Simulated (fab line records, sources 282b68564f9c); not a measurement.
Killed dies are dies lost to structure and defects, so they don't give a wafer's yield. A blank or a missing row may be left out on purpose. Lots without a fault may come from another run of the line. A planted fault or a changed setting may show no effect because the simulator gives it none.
fab line records | flow rit_cmos
record lots=6 wafers=18 last_day=7
route steps=202 shown CONTACT@170 M1@184
lots that met no fault: from a run of the same line without faults
start_h: hours from the record's first day to the start of the lot's first wafer shown | wait_h: hours since the lot's step before | " the same as in the row above | L1.1+2: a row that stands for several wafers | - no value, or no start given | * or withheld: withheld | < > ~ a bound
route shown NAME@n: a module of which the file shows steps, and the number in the route of the first | usual: mean/standard deviation of fault-free wafers | same: alike in all rows | chamber/n: place in a boat | sites: the reading at each site | _std_site: their standard deviation | _edge_site: outer sites' mean less inner sites' | radius_mm: how far each site lies from the wafer's centre | mask NAME#n: copy n | behind: the tool/chamber that last shaped the wafer | hold: why the lot was held/for how many hours/how that ended | device: the transistor (n, p or np) that didn't switch | end of line: the same wafers' tests at the end of the route | a step without rows: its recipe alone | killed: dies lost to structure and defects at the first sort, not the wafer's yield | map: a wafer's dies, x killed, . not, _ none there
set.NAME: the setting as run; set.NAME@STEP: as run at that earlier step | model.NAME: the simulator's own value behind a step, which no gauge read
lots at some steps of the route; a table a step, a row a wafer
services: from which hour (start_h, from the record's first day; less than 0 if before it) a tool's chamber was out of use, for how many hours, and why
## steps
# step RIT_CONTACT_HMDS_02
# recipe prime_time_s=60 prime_temp_c=140
# step RIT_CONTACT_COAT_03
# recipe resist=NOVOLAK spin_rpm=3250 resist_thk_nm=1000
# step RIT_CONTACT_SOFTBAKE_04
# recipe resist=NOVOLAK temp_c=90 time_s=60
# step RIT_CONTACT_EXPOSE_05
# recipe mask_id=M11 na=0.6 source_shape=conventional sigma_outer=0.5 target_cd_nm=1000 dose_mj=250
# step RIT_CONTACT_PEB_06
# recipe resist=NOVOLAK temp_c=withheld time_s=withheld
# step RIT_CONTACT_DEVELOP_07
# recipe resist=NOVOLAK develop_time_s=121.9 dev_temp_c=23
# step RIT_CONTACT_CD_MEAS_08
# recipe target_cd_nm=1000
# usual cd_nm=1000.4/2.1
# columns lot.wafer tool chamber start_h wait_h cd_nm
L925.1 cd_sem-02 - 82.97 - 998.0
L925.4 " - " " 998.8
L925.5 " - " " 999.1
L927.2 cd_sem-02 - 93.92 - 1001.3
L927.3 " - " " 1002.5
L927.4 " - " " 1001.1
L928.1 cd_sem-02 - 95.84 - 1003.7
L928.3 " - " " 1001.6
L928.5 " - " " 1002.9
L940.1 cd_sem-02 - 158.84 - 1001.7
L940.2 " - " " 1000.4
L940.4 " - " " 1001.9
L941.3 cd_sem-01 - 162.01 - 999.2
L941.4 " - " " 1001.6
L941.5 " - " " 1000.2
L942.2 cd_sem-01 - 169.86 - 1002.2
L942.5 " - " " 1001.2
L942.6 " - " " 1000.4
# step RIT_CONTACT_OVL_MEAS_09
# usual CONTACT_OVL=0.3/1.4
# columns lot.wafer tool chamber start_h wait_h CONTACT_OVL[nm]
L925.1 overlay-02 - 83.09 0.1 3.2
L925.4 " - " " 1.0
L925.5 " - " " 1.8
L927.2 overlay-02 - 94.03 0.1 -0.1
L927.3 " - " " 1.6
L927.4 " - " " 0.7
L928.1 overlay-01 - 95.96 0.1 0.3
L928.3 " - " " 1.2
L928.5 " - " " 0.6
L940.1 overlay-01 - 158.96 0.1 -1.0
L940.2 " - " " -2.6
L940.4 " - " " -1.0
L941.3 overlay-01 - 162.10 0.1 0.8
L941.4 " - " " 0.5
L941.5 " - " " 1.4
L942.2 overlay-02 - 169.97 0.1 1.5
L942.5 " - " " 1.4
L942.6 " - " " 0.1
# step RIT_CONTACT_HARDBAKE_10
# recipe resist=NOVOLAK temp_c=140 time_s=60
# step RIT_CONTACT_ETCH_11
# recipe target_depth_a=4800 over_etch_frac=0.2 stop_on=TiSi2 chemistry=CHF3/CF4/Ar target=SiO2 CHF3_flow_sccm=50 cf4_flow_sccm=10 Ar_flow_sccm=100 O2_flow_sccm=5 pressure_mtorr=100 rf_w=200 time_s=320
# usual cf4_flow_sccm=10.00/0.03 chamber_pressure_mTorr=100.01/0.089 drypump_motor_current_A=5.8/0.43 oes_product_au=1.001/0.012 throttle_valve_pct=8.82/0.12
# same time_s=320
# columns lot.wafer tool chamber start_h wait_h cf4_flow_sccm chamber_pressure_mTorr drypump_motor_current_A oes_product_au rf_hours_counter_h throttle_valve_pct
L925.1 rie_diel-03 2 83.27 0.1 9.98 99.98 5.3 0.997 112 8.69
L925.4 " 1 " " 9.97 100.02 6.0 0.999 - 8.61
L925.5 " 0 " " 10.02 100.04 5.8 1.011 - 8.72
L927.2 rie_diel-04 1 94.21 0.1 9.96 100.02 6.1 1.012 113 8.99
L927.3 " 3 " " 10.04 100.09 5.5 1.001 8 8.68
L927.4 " 1 " " 10.01 100.01 6.1 1.011 - 8.98
L928.1 rie_diel-01 3 96.15 0.1 10.01 99.91 5.6 0.999 149 8.85
L928.3 " 1 " " 10.01 99.93 5.6 1.004 154 8.69
L928.5 " 3 " " 9.96 100.01 5.6 0.986 - 8.87
L940.1 rie_diel-04 2 159.15 0.1 9.96 100.05 6.0 1.005 133 8.96
L940.2 " 3 " " 9.99 100.02 5.5 0.989 10 8.69
L940.4 " 1 " " 10.03 100.11 6.1 1.018 114 8.99
L941.3 rie_diel-03 2 162.27 0.1 10.04 100.09 5.3 0.997 113 8.68
L941.4 " 1 " " 10.04 100.11 6.0 1.001 85 8.61
L941.5 " 2 " " 10.06 100.04 5.3 1.008 - 8.70
L942.2 rie_diel-04 3 170.15 0.1 9.95 100.07 5.6 0.999 10 8.66
L942.5 " 3 " " 9.98 99.99 5.6 0.991 - 8.69
L942.6 " 0 " " 9.99 100.03 5.1 1.000 - 8.82
# step RIT_CONTACT_STRIP_12
# recipe chemistry=O2 time_s=180 resist=NOVOLAK platen_temp_c=withheld power_w=500 pressure_mtorr=4000 o2_flow_sccm=4000
# usual chamber_pressure_mTorr=4000/3.6 drypump_motor_current_A=5.94/0.28
# same time_s=180
# columns lot.wafer tool chamber start_h wait_h chamber_pressure_mTorr drypump_motor_current_A rf_hours_counter_h
L925.1 plasma_asher-01 1 83.47 0.1 4006 5.75 44
L925.4 " 1 " " 3997 5.76 -
L925.5 " 1 " " 3999 5.74 -
L927.2 plasma_asher-01 0 94.41 0.1 4002 6.34 46
L927.3 " 0 " " 4003 6.30 -
L927.4 " 1 " " 4005 5.69 -
L928.1 plasma_asher-03 1 96.34 0.1 3995 6.01 44
L928.3 " 0 " " 4000 5.60 -
L928.5 " 0 " " 3995 5.59 -
L940.1 plasma_asher-01 0 159.34 0.1 3998 6.30 3
L940.2 " 1 " " 3996 5.74 3
L940.4 " 1 " " 4003 5.71 -
L941.3 plasma_asher-03 1 162.53 0.2 3997 6.09 -
L941.4 " 0 " " 3999 5.58 -
L941.5 " 1 " " 3997 6.06 -
L942.2 plasma_asher-01 0 170.34 0.1 4001 6.32 5
L942.5 " 0 " " 4009 6.31 -
L942.6 " 1 " " 4006 5.73 -
# step RIT_CONTACT_CD_MEAS_90
# recipe target_cd_nm=1000
# usual cd_nm=1000.4/2.2
# columns lot.wafer tool chamber start_h wait_h cd_nm
L925.1 cd_sem-01 - 83.64 0.1 997.7
L925.4 " - " " 998.6
L925.5 " - " " 998.8
L927.2 cd_sem-02 - 94.60 0.1 1001.7
L927.3 " - " " 1002.5
L927.4 " - " " 1001.3
L928.1 cd_sem-02 - 96.52 0.1 1003.4
L928.3 " - " " 1001.7
L928.5 " - " " 1002.9
L940.1 cd_sem-01 - 159.52 0.1 1000.9
L940.2 " - " " 1000.7
L940.4 " - " " 1001.9
L941.3 cd_sem-01 - 162.68 0.1 998.9
L941.4 " - " " 1001.1
L941.5 " - " " 1000.1
L942.2 cd_sem-01 - 170.53 0.1 1002.4
L942.5 " - " " 1001.5
L942.6 " - " " 1001.2
# step RIT_CONTACT_CLEAN_13
# recipe chemistry=SC1 mix=3:3:50 time_s=600 temp_c=75
# same time_s=600
# columns lot.wafer tool chamber start_h wait_h
L925.1+4+5 wet_bench-02 0 83.76 0.1
L927.2+3+4 wet_bench-02 0 94.70 0.1
L928.1+3+5 wet_bench-01 1 96.64 0.1
L940.1+2+4 wet_bench-01 3 159.65 0.1
L941.3+4+5 wet_bench-01 0 162.76 0.1
L942.2+5+6 wet_bench-03 0 170.63 0.1
# step RIT_CONTACT_CLEAN_14
# recipe chemistry=SC2 mix=3:3:50 time_s=600 temp_c=75 dry=n2_spin
# step RIT_M1_SPUTTER_00
# recipe material=Al target_thk_nm=400 power_w=2000 chamber_pressure_pa=0.4 gas=Ar time_s=500 substrate_temp_c=25
# usual cathode_dc_power_W=2000.0/0.33 chamber_pressure_pa=0.4000/0.0008 substrate_temp_c=25.01/0.099 throttle_valve_pct=29.7/1.1
# same time_s=500
# columns lot.wafer tool chamber start_h wait_h cathode_dc_power_W chamber_pressure_pa substrate_temp_c throttle_valve_pct
L925.1 pvd_sputter-02 - 84.11 0.0 1999.6 0.4004 25.11 31.2
L925.4 " - " " 1999.4 0.3999 25.11 28.3
L925.5 " - " " 1999.8 0.4013 24.88 31.0
L927.2 pvd_sputter-01 - 95.07 0.0 2000.8 0.3998 24.90 29.1
L927.3 " - " " 2000.1 0.4002 25.07 28.7
L927.4 " - " " 2000.0 0.4002 24.85 29.3
L928.1 pvd_sputter-04 - 96.99 0.0 2000.5 0.4000 24.96 31.6
L928.3 " - " " 1999.2 0.3985 24.97 29.1
L928.5 " - " " 2000.4 0.3986 24.81 29.3
L940.1 pvd_sputter-04 - 160.00 0.0 2000.1 0.3996 25.18 29.3
L940.2 " - " " 1999.5 0.4002 25.02 28.7
L940.4 " - " " 1999.8 0.3996 24.97 31.6
L941.3 pvd_sputter-01 - 163.13 0.0 2000.2 0.3988 24.89 29.1
L941.4 " - " " 2000.2 0.3990 24.97 29.0
L941.5 " - " " 1999.9 0.3995 24.99 29.2
L942.2 pvd_sputter-02 - 171.04 0.0 1999.9 0.4001 25.07 31.0
L942.5 " - " " 2000.2 0.4000 25.07 28.3
L942.6 " - " " 1999.4 0.4002 25.07 31.1
# step RIT_M1_RS_MEAS_01
# recipe thk_meas_gauge=four-point-probe reads=Al_of_M1_SPUTTER_00
# usual M1_AL_RS=0.0736/0.00089
# columns lot.wafer tool chamber start_h wait_h M1_AL_RS[ohm/sq]
L925.1 film_metro-02 - 84.41 0.1 0.0735
L925.4 " - " " 0.0729
L925.5 " - " " 0.0732
L927.2 film_metro-02 - 95.38 0.2 0.0740
L927.3 " - " " 0.0729
L927.4 " - " " 0.0739
L928.1 film_metro-01 - 97.28 0.1 0.0740
L928.3 " - " " 0.0720
L928.5 " - " " 0.0725
L940.1 film_metro-03 - 160.30 0.1 0.0740
L940.2 " - " " 0.0736
L940.4 " - " " 0.0750
L941.3 film_metro-02 - 163.46 0.2 0.0738
L941.4 " - " " 0.0738
L941.5 " - " " 0.0732
L942.2 film_metro-01 - 171.35 0.2 0.0714
L942.5 " - " " 0.0719
L942.6 " - " " 0.0714
# step RIT_M1_THK_MEAS_02
# recipe thk_meas_gauge=xrf reads=Al_of_M1_SPUTTER_00
# usual M1_AL_THK=393/5.1
# columns lot.wafer tool chamber start_h wait_h M1_AL_THK[nm]
L925.1 film_metro-02 - 84.53 0.1 391
L925.4 " - " " 395
L925.5 " - " " 393
L927.2 film_metro-02 - 95.49 0.1 391
L927.3 " - " " 392
L927.4 " - " " 387
L928.1 film_metro-01 - 97.40 0.1 393
L928.3 " - " " 404
L928.5 " - " " 402
L940.1 film_metro-03 - 160.42 0.1 390
L940.2 " - " " 396
L940.4 " - " " 388
L941.3 film_metro-02 - 163.56 0.1 394
L941.4 " - " " 393
L941.5 " - " " 395
L942.2 film_metro-01 - 171.46 0.1 409
L942.5 " - " " 404
L942.6 " - " " 409
# step RIT_M1_HMDS_03
# recipe prime_time_s=60 prime_temp_c=140
# step RIT_M1_COAT_04
# recipe resist=NOVOLAK spin_rpm=2000 resist_thk_nm=1300
# step RIT_M1_SOFTBAKE_05
# recipe resist=NOVOLAK temp_c=90 time_s=60
# step RIT_M1_EXPOSE_06
# recipe mask_id=M12 na=0.6 source_shape=conventional sigma_outer=0.5 target_cd_nm=2600 dose_mj=250
# step RIT_M1_PEB_07
# recipe resist=NOVOLAK temp_c=withheld time_s=withheld
# step RIT_M1_DEVELOP_08
# recipe resist=NOVOLAK develop_time_s=68 dev_temp_c=23.58
# step RIT_M1_CD_MEAS_09
# recipe target_cd_nm=2600
# usual cd_nm=2600.4/2.4
# columns lot.wafer tool chamber start_h wait_h cd_nm
L925.1 cd_sem-02 - 85.59 - 2597.5
L925.4 " - " " 2599.7
L925.5 " - " " 2597.3
L927.2 cd_sem-01 - 96.44 - 2602.5
L927.3 " - " " 2602.5
L927.4 " - " " 2602.4
L928.1 cd_sem-02 - 98.34 - 2601.6
L928.3 " - " " 2602.1
L928.5 " - " " 2602.2
L940.1 cd_sem-02 - 161.36 - 2597.7
L940.2 " - " " 2599.6
L940.4 " - " " 2597.6
L941.3 cd_sem-02 - 164.52 - 2601.6
L941.4 " - " " 2597.3
L941.5 " - " " 2600.7
L942.2 cd_sem-02 - 172.54 - 2600.3
L942.5 " - " " 2598.2
L942.6 " - " " 2598.9
# step RIT_M1_OVL_MEAS_10
# usual M1_OVL=-0.6/1.2
# columns lot.wafer tool chamber start_h wait_h M1_OVL[nm]
L925.1 overlay-01 - 85.71 0.1 0.9
L925.4 " - " " -0.5
L925.5 " - " " 0.6
L927.2 overlay-01 - 96.55 0.1 -0.7
L927.3 " - " " -0.6
L927.4 " - " " 0.4
L928.1 overlay-01 - 98.46 0.1 -0.2
L928.3 " - " " -0.9
L928.5 " - " " 0.2
L940.1 overlay-01 - 161.48 0.1 -0.7
L940.2 " - " " -0.2
L940.4 " - " " -0.4
L941.3 overlay-01 - 164.62 0.1 -0.1
L941.4 " - " " -1.4
L941.5 " - " " -0.6
L942.2 overlay-01 - 172.64 0.1 -0.3
L942.5 " - " " 0.0
L942.6 " - " " -0.4
# step RIT_M1_HARDBAKE_11
# recipe resist=NOVOLAK temp_c=140 time_s=120
# step RIT_M1_METAL_ETCH_12
# recipe stop_on=SiO2 chemistry=Cl2/BCl3 target=Al time_s=165 over_etch_frac=0.5 pressure_mtorr=100 target_depth_a=6000 rf_w=250 Cl2_flow_sccm=60 bcl3_flow_sccm=50
# usual chamber_pressure_mTorr=99.99/0.1 drypump_motor_current_A=5.6/0.41 he_backside_leak_sccm=3.39/0.23 oes_product_au=0.772/0.016 throttle_valve_pct=8.42/0.11
# same time_s=165
# columns lot.wafer tool chamber start_h wait_h chamber_pressure_mTorr drypump_motor_current_A he_backside_leak_sccm oes_product_au rf_hours_counter_h throttle_valve_pct
L925.1 rie_metal-03 0 86.00 0.2 99.95 5.4 3.73 0.764 4.5 8.49
L925.4 " 0 " " 100.01 5.5 3.74 0.765 - 8.48
L925.5 " 0 " " 99.87 5.4 3.84 0.771 - 8.49
L927.2 rie_metal-01 0 96.83 0.2 99.95 5.1 3.42 0.797 0.9 8.20
L927.3 " 1 " " 100.08 5.4 3.26 0.760 - 8.44
L927.4 " 0 " " 99.79 5.1 3.48 0.801 - 8.20
L928.1 rie_metal-03 0 98.75 0.2 99.94 5.4 3.59 0.762 4.7 8.49
L928.3 " 0 " " 100.08 5.4 3.65 0.776 - 8.50
L928.5 " 0 " " 100.16 5.5 3.60 0.764 - 8.50
L940.1 rie_metal-03 1 161.77 0.2 99.88 5.3 3.82 0.771 5.4 8.36
L940.2 " 0 " " 100.21 5.4 3.80 0.763 5.4 8.49
L940.4 " 0 " " 99.94 5.4 3.80 0.752 - 8.49
L941.3 rie_metal-02 0 164.96 0.2 99.96 6.2 3.25 0.778 - 8.51
L941.4 " 1 " " 99.92 6.1 3.20 0.757 - 8.49
L941.5 " 0 " " 99.86 6.2 3.37 0.782 - 8.52
L942.2 rie_metal-01 1 172.92 0.2 100.04 5.4 3.16 0.771 1.8 8.44
L942.5 " 0 " " 99.94 5.1 3.36 0.807 - 8.20
L942.6 " 1 " " 99.97 5.4 3.09 0.768 - 8.45
# step RIT_M1_STRIP_13
# recipe chemistry=nmp resist=NOVOLAK temp_c=80 time_s=600 dry=n2_spin
# step RIT_M1_STRIP_14
# recipe chemistry=O2 time_s=180 platen_temp_c=withheld power_w=500 pressure_mtorr=4000 o2_flow_sccm=4000
# usual chamber_pressure_mTorr=4000/3.8 drypump_motor_current_A=5.93/0.25
# same time_s=180
# columns lot.wafer tool chamber start_h wait_h chamber_pressure_mTorr drypump_motor_current_A rf_hours_counter_h
L925.1 plasma_asher-04 1 86.34 0.0 4000 5.85 31
L925.4 " 0 " " 3999 6.38 -
L925.5 " 0 " " 3995 6.40 -
L927.2 plasma_asher-04 0 97.18 0.0 4008 6.42 32
L927.3 " 1 " " 3997 5.87 -
L927.4 " 0 " " 3995 6.38 -
L928.1 plasma_asher-03 0 99.08 0.0 3998 5.59 44
L928.3 " 0 " " 3992 5.59 -
L928.5 " 1 " " 3998 6.05 -
L940.1 plasma_asher-02 0 162.11 0.0 3998 5.89 52
L940.2 " 1 " " 4006 5.82 52
L940.4 " 0 " " 3995 5.87 -
L941.3 plasma_asher-04 1 165.32 0.1 4000 5.86 -
L941.4 " 0 " " 4002 6.40 -
L941.5 " 1 " " 4000 5.84 -
L942.2 plasma_asher-02 1 173.31 0.0 4006 5.82 54
L942.5 " 1 " " 4004 5.81 -
L942.6 " 0 " " 4001 5.85 -
# step RIT_M1_CD_MEAS_90
# recipe target_cd_nm=2600
# usual cd_nm=2600.4/2.4
# columns lot.wafer tool chamber start_h wait_h cd_nm
L925.1 cd_sem-01 - 86.51 0.1 2597.4
L925.4 " - " " 2599.8
L925.5 " - " " 2598.5
L927.2 cd_sem-02 - 97.38 0.1 2602.7
L927.3 " - " " 2599.8
L927.4 " - " " 2601.4
L928.1 cd_sem-01 - 99.26 0.1 2603.2
L928.3 " - " " 2602.1
L928.5 " - " " 2602.5
L940.1 cd_sem-02 - 162.28 0.1 2597.9
L940.2 " - " " 2601.5
L940.4 " - " " 2600.2
L941.3 cd_sem-02 - 165.47 0.1 2599.4
L941.4 " - " " 2596.3
L941.5 " - " " 2599.7
L942.2 cd_sem-02 - 173.51 0.1 2598.7
L942.5 " - " " 2601.1
L942.6 " - " " 2595.7
# step RIT_M1_ANNEAL_15
# recipe temp_c=450 time_s=1800 ambient=forming_gas_H2N2
# step RIT_M1_BOW_MEAS_16
# recipe mode=bow
# usual M1_BOW=17/5.9
# columns lot.wafer tool chamber start_h wait_h M1_BOW[um]
L925.1 film_metro-03 - 88.13 0.0 21
L925.4 " - " " 27
L925.5 " - " " 21
L927.2 film_metro-01 - 100.27 0.0 14
L927.3 " - " " 10
L927.4 " - " " 11
L928.1 film_metro-01 - 106.44 0.0 28
L928.3 " - " " 9
L928.5 " - " " 19
L940.1 film_metro-01 - 164.11 0.0 16
L940.2 " - " " 22
L940.4 " - " " 24
L941.3 film_metro-02 - 167.09 0.0 18
L941.4 " - " " 11
L941.5 " - " " 10
L942.2 film_metro-02 - 175.53 0.0 17
L942.5 " - " " 20
L942.6 " - " " 9
# step RIT_M1_PROBE_99
# usual killed_at_contacts=0.1/0.31 killed_at_front_end=7/3.3 killed_dies=7/3.3 killed_on_rim=1.9/1.5 killed_open=3.4/2.2 killed_short=3.5/2
# same gross_dies=264 killed_at_M0_to_M3=0 killed_at_M4_up=0 killed_at_back_side=0 killed_at_other=0
# columns lot.wafer tool chamber start_h wait_h hold killed_at_contacts killed_at_front_end killed_dies killed_on_rim killed_open killed_short
L925.1 prober-01 - 88.25 0.1 - 0 9 9 2 7 2
L925.4 prober-01 - 88.40 0.2 - 0 4 4 2 3 1
L925.5 prober-01 - 88.45 0.2 - 0 8 8 4 2 6
L927.2 prober-01 - 100.42 0.1 - 0 10 10 5 4 6
L927.3 prober-01 - 100.47 0.2 - 0 6 6 3 3 3
L927.4 prober-01 - 100.52 0.2 - 0 12 12 3 6 6
L928.1 prober-02 - 106.56 0.1 - 0 5 5 0 2 3
L928.3 prober-02 - 106.66 0.2 - 0 17 17 4 10 7
L928.5 prober-02 - 106.76 0.2 - 0 7 7 3 3 4
L940.1 prober-02 - 164.23 0.1 await_dispo/2.5h/release 25 4 29 11 0 4
L940.2 prober-02 - 164.28 0.1 await_dispo/2.5h/release 24 4 28 12 2 2
L940.4 prober-02 - 164.38 0.2 await_dispo/2.5h/release 22 3 25 11 1 2
L941.3 prober-01 - 167.27 0.2 await_dispo/4.1h/release 36 5 41 10 1 4
L941.4 prober-01 - 167.32 0.2 await_dispo/4.1h/release 36 5 41 11 4 3
L941.5 prober-01 - 167.37 0.2 await_dispo/4.1h/release 35 4 39 10 2 2
L942.2 prober-02 - 175.68 0.1 - 1 6 7 2 4 3
L942.5 prober-02 - 175.83 0.2 - 0 7 7 3 4 3
L942.6 prober-02 - 175.88 0.2 - 0 10 10 6 6 4
# killed by level:class
L925.1 FOX2:geometric_particle:open=4 GATE:geometric_particle:open=2 FOX1:geometric_particle:short=1 GATE:geometric_particle:short=1 SPACER:geometric_particle:open=1
L925.4 GATE:geometric_particle:open=2 FOX1:geometric_particle:short=1 FOX1:geometric_particle:open=1
L925.5 FOX1:geometric_particle:short=2 REOX:geometric_particle:short=2 SILICIDE:geometric_particle:short=2 FOX1:geometric_particle:open=1 SILICIDE:geometric_particle:open=1
L927.2 FOX2:geometric_particle:short=3 FOX2:geometric_particle:open=2 SILICIDE:geometric_particle:open=2 GATE:geometric_particle:short=1 REOX:geometric_particle:short=1 SILICIDE:geometric_particle:short=1
L927.3 SPACER:geometric_particle:open=2 SILICIDE:geometric_particle:short=2 FOX1:geometric_particle:open=1 REOX:geometric_particle:short=1
L927.4 FOX2:geometric_particle:short=3 FOX2:geometric_particle:open=3 GATE:geometric_particle:short=3 SPACER:geometric_particle:open=2 SILICIDE:geometric_particle:open=1
L928.1 REOX:geometric_particle:open=2 GATE:geometric_particle:short=2 FOX2:geometric_particle:short=1
L928.3 REOX:geometric_particle:open=4 GATE:geometric_particle:open=3 GATE:geometric_particle:short=3 FOX1:geometric_particle:open=2 FOX2:geometric_particle:short=2 FOX1:geometric_particle:short=1 FOX2:geometric_particle:open=1 REOX:geometric_particle:short=1
L928.5 GATE:geometric_particle:short=2 GATE:geometric_particle:open=2 FOX1:geometric_particle:short=1 FOX2:geometric_particle:open=1 REOX:geometric_particle:short=1
L940.1 CONTACT:unspecified=25 GATE:geometric_particle:short=2 FOX1:geometric_particle:short=1 REOX:geometric_particle:short=1
L940.2 CONTACT:unspecified=24 FOX1:geometric_particle:open=1 GATE:geometric_particle:short=1 REOX:geometric_particle:open=1 SILICIDE:geometric_particle:short=1
L940.4 CONTACT:unspecified=22 FOX1:geometric_particle:short=1 GATE:geometric_particle:open=1 SPACER:geometric_particle:short=1
L941.3 CONTACT:unspecified=36 GATE:geometric_particle:short=2 FOX1:geometric_particle:short=1 GATE:geometric_particle:open=1 SILICIDE:geometric_particle:short=1
L941.4 CONTACT:unspecified=34 GATE:geometric_particle:short=2 REOX:geometric_particle:open=2 CONTACT:geometric_particle:open=2 ACTIVE:geometric_particle:short=1
L941.5 CONTACT:unspecified=35 GATE:geometric_particle:open=1 GATE:geometric_particle:short=1 SILICIDE:geometric_particle:short=1 SILICIDE:geometric_particle:open=1
L942.2 REOX:geometric_particle:open=1 GATE:geometric_particle:short=1 REOX:geometric_particle:short=1 SPACER:geometric_particle:open=1 SILICIDE:geometric_particle:open=1 SILICIDE:geometric_particle:short=1 CONTACT:geometric_particle:open=1
L942.5 GATE:geometric_particle:short=2 REOX:geometric_particle:open=2 FOX1:geometric_particle:open=1 GATE:geometric_particle:open=1 SILICIDE:geometric_particle:short=1
L942.6 GATE:geometric_particle:open=2 SILICIDE:geometric_particle:short=2 SILICIDE:geometric_particle:open=2 FOX1:geometric_particle:open=1 FOX1:geometric_particle:short=1 GATE:geometric_particle:short=1 REOX:geometric_particle:open=1
# map L940.1 (x killed, . not)
________......._______
_____.............____
____...............___
___...x.............__
__.....x............._
__..................._
_.x...................
_.....................
_.....................
_.....................
__.x.x..............._
__xxxxxx............._
___xxxxxxx....x.....__
____xxxxxx.........___
_____xxxx.........____
________......._______
# map L941.3 (x killed, . not)
________......._______
_____..x..........____
____...............___
___............x....__
__..................._
__......x............_
_.....................
_..x..................
_....x................
_x.xxxxx.x............
__.xxxxxxx..........._
__xxxxxxxx..........._
___xxxxxxx..........__
____xxxxx..........___
_____x.x..........____
________......._______
## services
# columns tool chamber start_h hours kind
rie_diel-03 1 69.09 9.3 repair
rie_diel-03 3 69.48 14.2 repair
pvd_sputter-04 - 80.48 7.6 repair
rie_diel-01 0 89.70 8.6 repair
rie_diel-04 0 93.81 9.9 repair
rie_diel-04 1 96.48 6.6 repair
plasma_asher-01 - 105.73 12.0 repair
rie_diel-04 - 107.45 0.5 repair
rie_metal-02 0 109.94 4.2 repair
plasma_asher-01 - 117.71 9.0 pm
plasma_asher-01 0 117.71 9.0 vent_cycle
plasma_asher-01 1 117.71 9.0 vent_cycle
plasma_asher-01 0 126.71 - clean
plasma_asher-01 1 126.71 - clean
rie_diel-01 1 130.41 - clean
rie_diel-01 1 130.41 15.5 scheduled_down
rie_diel-01 1 130.41 15.5 vent_cycle
pvd_sputter-01 - 131.63 0.6 repair
rie_metal-02 0 135.91 3.6 repair
rie_diel-03 0 142.34 7.7 repair
pvd_sputter-04 - 146.64 2.8 repair
rie_diel-01 3 151.37 - clean
rie_diel-01 3 151.37 21.6 scheduled_down
rie_diel-04 1 159.45 11.7 repair
## key
first_sign step=RIT_M1_PROBE_99 reading=killed_at_contacts direction=up sigmas=30 usual=0.1 struck=29.7
effect step=RIT_M1_PROBE_99 reading=killed_dies direction=up sigmas=8.2 usual=7 struck=34
met_at RIT_CONTACT_CLEAN_13
struck_wafers L940.1,L940.2,L940.4,L941.3,L941.4,L941.5
tester_left_out L940,L941
onset_between 96.64 159.65
fault kind=chamber_particle_source tool=wet_bench-01 chamber=- onset_h=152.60 steps=RIT_CONTACT_CLEAN_13 rate_per_visit_cm2=1.5805 end_h=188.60
# tester_left_out: of these lots the tester's yield and bins aren't shown, on N5 and GAA mostly nor the transistor test; their killed dies are dies lost to structure and defects alone, not to doping, threshold or leakage, so they don't give the yield
